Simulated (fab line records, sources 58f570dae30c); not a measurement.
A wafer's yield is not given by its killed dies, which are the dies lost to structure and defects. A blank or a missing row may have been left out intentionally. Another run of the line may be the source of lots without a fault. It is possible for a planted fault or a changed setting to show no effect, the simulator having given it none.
What tool caused it? + flow berkeleyCmos170 + Sampling: 14 lots, 42 wafers, 5 of 331 route steps

WHAT THE GAUGES READ, wafer by wafer
UCB170_SPACER_THK_MEAS_01. Usual: SPACER_TEOS_THK 376 nm, standard deviation 4.4.
| lot  | measured     | on           | SPACER_TEOS_THK (nm) | flag |
|------|--------------|--------------|----------------------|------|
| L239 | day 7 05:38  | filmMetro-04 | 371 383 375          |      |
| L241 | day 7 11:08  | filmMetro-04 | 370 373 378          |      |
| L240 | day 7 10:49  | filmMetro-02 | 371 379 377          |      |
| L244 | day 8 09:27  | filmMetro-04 | 375 380 377          |      |
| L246 | day 8 22:02  | filmMetro-04 | 375 370 379          |      |
| L245 | day 8 21:53  | filmMetro-01 | 372 379 377          |      |
| L248 | day 9 09:40  | filmMetro-04 | 368 369 372          |      |
| L250 | day 9 19:05  | filmMetro-04 | 374 379 245          | OFF  |
| L252 | day 10 09:49 | filmMetro-02 | 373 239 380          | OFF  |
| L253 | day 10 09:50 | filmMetro-01 | 377 375 381          |      |
| L257 | day 11 02:41 | filmMetro-04 | 370 371 375          |      |
| L258 | day 11 16:49 | filmMetro-01 | 371 374 375          |      |
| L259 | day 11 17:31 | filmMetro-01 | 371 376 380          |      |
| L260 | day 12 05:52 | filmMetro-01 | 378 379 382          |      |

UCB170_M1_CD_MEAS_09 targets a cd of 700 nm. Usual: cdNm at 700.9 nm, with a standard deviation of 1.4.
| lot  | measured     | on       | cdNm (nm)         | flag |
|------|--------------|----------|-------------------|------|
| L239 | day 8 01:41  | cdSem-01 | 698.9 699.0 699.9 |      |
| L241 | day 8 06:03  | cdSem-02 | 700.5 699.7 699.9 |      |
| L240 | day 8 02:36  | cdSem-02 | 700.7 701.5 700.6 |      |
| L244 | day 9 04:53  | cdSem-01 | 700.5 702.2 702.2 |      |
| L246 | day 9 15:55  | cdSem-02 | 699.4 699.5 699.6 |      |
| L245 | day 9 14:48  | cdSem-02 | 702.2 704.1 703.2 |      |
| L248 | day 10 03:35 | cdSem-02 | 700.0 700.9 700.3 |      |
| L250 | day 10 15:46 | cdSem-01 | 699.1 701.0 701.0 |      |
| L252 | day 11 05:58 | cdSem-01 | 702.0 702.3 702.2 |      |
| L253 | day 11 04:15 | cdSem-01 | 699.7 699.7 700.0 |      |
| L257 | day 11 21:24 | cdSem-02 | 700.0 699.3 702.2 |      |
| L258 | day 12 13:13 | cdSem-01 | 702.1 701.5 702.2 |      |
| L259 | day 12 11:59 | cdSem-01 | 700.1 701.6 701.2 |      |
| L260 | day 12 23:59 | cdSem-02 | 702.4 703.0 701.3 |      |

TOOL THAT RAN EACH LOT (tool first, then ch and the chambers of the sampled wafers, then the start)
| lot  | UCB170_PWELL_ETCH_14             | UCB170_SPACER_CVD_00            | UCB170_SPACER_ETCHBACK_03         |
|------|----------------------------------|---------------------------------|-----------------------------------|
| L239 | rieDiel-01 ch 0,1,2, day 3 11:45 | pecvd-01 ch 0,1,2, day 7 05:35  | rieDiel-03 ch 0,2,3, day 7 12:32  |
| L241 | rieDiel-02 ch 0,2,3, day 3 18:50 | pecvd-04 ch 0,2, day 7 11:05    | rieDiel-01 ch 1,2, day 7 17:13    |
| L240 | rieDiel-04 ch 1,2,3, day 3 19:07 | pecvd-01 ch 0,2, day 7 10:47    | rieDiel-04 ch 1,3, day 7 12:37    |
| L244 | rieDiel-04 ch 0,2,3, day 4 15:08 | pecvd-02 ch 1,2, day 8 09:23    | rieDiel-04 ch 0,2,3, day 8 15:47  |
| L246 | rieDiel-01 ch 1,2,3, day 5 01:54 | pecvd-04 ch 0,2, day 8 21:59    | rieDiel-04 ch 0,1,3, day 9 04:04  |
| L245 | rieDiel-04 ch 1,2,3, day 5 02:01 | pecvd-02 ch 1,2, day 8 21:46    | rieDiel-03 ch 1,3, day 9 04:04    |
| L248 | rieDiel-01 ch 1,3, day 5 15:36   | pecvd-04 ch 1,2, day 9 09:37    | rieDiel-04 ch 1,2,3, day 9 14:38  |
| L250 | rieDiel-04 ch 0,2, day 5 20:37   | pecvd-04 ch 0,1,2, day 9 19:02  | rieDiel-03 ch 0,2,3, day 10 00:42 |
| L252 | rieDiel-04 ch 1,2,3, day 6 07:33 | pecvd-04 ch 0,2, day 10 09:46   | rieDiel-04 ch 0,3, day 10 16:34   |
| L253 | rieDiel-01 ch 0,1,3, day 6 15:11 | pecvd-01 ch 0,1,2, day 10 09:47 | rieDiel-01 ch 1,2,3, day 10 16:34 |
| L257 | rieDiel-01 ch 1,2,3, day 7 06:42 | pecvd-01 ch 0,1,2, day 11 02:38 | rieDiel-03 ch 0,2,3, day 11 07:49 |
| L258 | rieDiel-01 ch 2,3, day 7 19:30   | pecvd-01 ch 1,2, day 11 16:47   | rieDiel-04 ch 1,2, day 11 23:39   |
| L259 | rieDiel-04 ch 0,1,2, day 7 19:31 | pecvd-02 ch 0,1, day 11 17:26   | rieDiel-01 ch 0,1,3, day 11 23:39 |
| L260 | rieDiel-01 ch 1,3, day 8 03:34   | pecvd-01 ch 0,1,2, day 12 05:49 | rieDiel-01 ch 1,3, day 12 12:05   |
- UCB170_PWELL_ETCH_14: etches Si3N4 in CH3F/Ar/O2, stops on SiO2, target depth 242 nm, time 151 s.
- UCB170_SPACER_CVD_00: deposits SiO2 from TEOS/O2, target thk 376 nm, time 47 s.
- UCB170_SPACER_ETCHBACK_03: etches SiO2 in CHF3/CF4/Ar, stops on Si, target depth 376 nm, time 100 s.

WHAT THE TOOLS THEMSELVES READ (means of the sampled wafers that have a number; where no wafer has one, the mark that the record gives instead)
UCB170_PWELL_ETCH_14. Usual: drypumpMotorCurrentA 5.5 A, standard deviation 0.42; oesProductAu 0.935 a.u., standard deviation 0.014; throttleValvePct 8.13 %, standard deviation 0.14.
| lot  | tool       | drypumpMotorCurrentA (A) | oesProductAu (a.u.) | throttleValvePct (%) | flag |
|------|------------|--------------------------|---------------------|----------------------|------|
| L239 | rieDiel-01 | 5.3                      | 0.937               | 8.18                 |      |
| L241 | rieDiel-02 | 5.9                      | 0.938               | 8.12                 |      |
| L240 | rieDiel-04 | 5.7                      | 0.946               | 8.10                 |      |
| L244 | rieDiel-04 | 5.5                      | 0.943               | 8.03                 |      |
| L246 | rieDiel-01 | 5.6                      | 0.933               | 8.17                 |      |
| L245 | rieDiel-04 | 5.7                      | 0.932               | 8.09                 |      |
| L248 | rieDiel-01 | 5.3                      | 0.939               | 8.08                 |      |
| L250 | rieDiel-04 | 5.6                      | 0.921               | 7.98                 |      |
| L252 | rieDiel-04 | 5.7                      | 0.949               | 8.09                 |      |
| L253 | rieDiel-01 | 5.3                      | 0.930               | 8.22                 |      |
| L257 | rieDiel-01 | 5.6                      | 0.940               | 8.17                 |      |
| L258 | rieDiel-01 | 5.8                      | 0.921               | 8.25                 |      |
| L259 | rieDiel-04 | 5.7                      | 0.926               | 8.04                 |      |
| L260 | rieDiel-01 | 5.3                      | 0.935               | 8.10                 |      |

UCB170_SPACER_CVD_00. Usual: heaterPowerW at 281 W, with a standard deviation of 52.
| lot  | tool     | heaterPowerW (W) | flag |
|------|----------|------------------|------|
| L239 | pecvd-01 | 278              |      |
| L241 | pecvd-04 | 325              |      |
| L240 | pecvd-01 | 268              |      |
| L244 | pecvd-02 | 306              |      |
| L246 | pecvd-04 | 328              |      |
| L245 | pecvd-02 | 316              |      |
| L248 | pecvd-04 | 280              |      |
| L250 | pecvd-04 | 294              |      |
| L252 | pecvd-04 | 388              |      |
| L253 | pecvd-01 | 273              |      |
| L257 | pecvd-01 | 252              |      |
| L258 | pecvd-01 | 262              |      |
| L259 | pecvd-02 | 249              |      |
| L260 | pecvd-01 | 260              |      |

UCB170_SPACER_ETCHBACK_03. Usual: drypumpMotorCurrentA 5.7 A, standard deviation 0.46; oesProductAu 0.897 a.u., standard deviation 0.017; throttleValvePct 6.53 %, standard deviation 0.14.
| lot  | tool       | drypumpMotorCurrentA (A) | oesProductAu (a.u.) | throttleValvePct (%) | flag |
|------|------------|--------------------------|---------------------|----------------------|------|
| L239 | rieDiel-03 | 5.9                      | 0.906               | 6.46                 |      |
| L241 | rieDiel-01 | 5.6                      | 0.890               | 6.54                 |      |
| L240 | rieDiel-04 | 5.8                      | 0.908               | 6.56                 |      |
| L244 | rieDiel-04 | 5.5                      | 0.905               | 6.46                 |      |
| L246 | rieDiel-04 | 5.8                      | 0.882               | 6.51                 |      |
| L245 | rieDiel-03 | 6.5                      | 0.906               | 6.66                 |      |
| L248 | rieDiel-04 | 5.7                      | 0.894               | 6.51                 |      |
| L250 | rieDiel-03 | 5.9                      | 0.837               | 6.45                 | OFF  |
| L252 | rieDiel-04 | 5.6                      | 0.816               | 6.51                 | OFF  |
| L253 | rieDiel-01 | 5.6                      | 0.888               | 6.58                 |      |
| L257 | rieDiel-03 | 5.9                      | 0.906               | 6.46                 |      |
| L258 | rieDiel-04 | 5.9                      | 0.876               | 6.50                 |      |
| L259 | rieDiel-01 | 5.3                      | 0.889               | 6.61                 |      |
| L260 | rieDiel-01 | 5.6                      | 0.895               | 6.62                 |      |

THE ANSWER, worked out from the rows above alone
Rule: lot off if the mean of its wafers having a number is beyond 3 standard deviations from the usual mean. A lot without any number at a reading at which 4 lots or more have one is off too. Any other lot the step has rows for is counted as sound. After the gauges, taken in route order, come the tools' own readings; for these a lot's mean is taken, as printed above. At the first step where some lot is off, the reading lying furthest off is the one used; lots without a number count as furthest.
Off: L250, L252, seen at UCB170_SPACER_THK_MEAS_01 (SPACER_TEOS_THK).
If a tool, at a process step before that reading, ran all the lots that are off and no sound lot after the first of them, it fits. Not tried: the gauges at UCB170_SPACER_THK_MEAS_01; whatever is off there is also off at UCB170_SPACER_ETCHBACK_03, on other tools, and gauge error can't account for it. One fits: UCB170_SPACER_CVD_00 on pecvd-04. A fault onset in the window from L248 (day 9 09:37, its last sound lot) to L250 (day 9 19:02, its first lot off) fits.

WHAT THE SIMULATOR HAD INSERTED
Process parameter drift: pecvd-04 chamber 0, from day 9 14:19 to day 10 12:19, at UCB170_SPACER_CVD_00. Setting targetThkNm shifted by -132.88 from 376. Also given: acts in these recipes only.
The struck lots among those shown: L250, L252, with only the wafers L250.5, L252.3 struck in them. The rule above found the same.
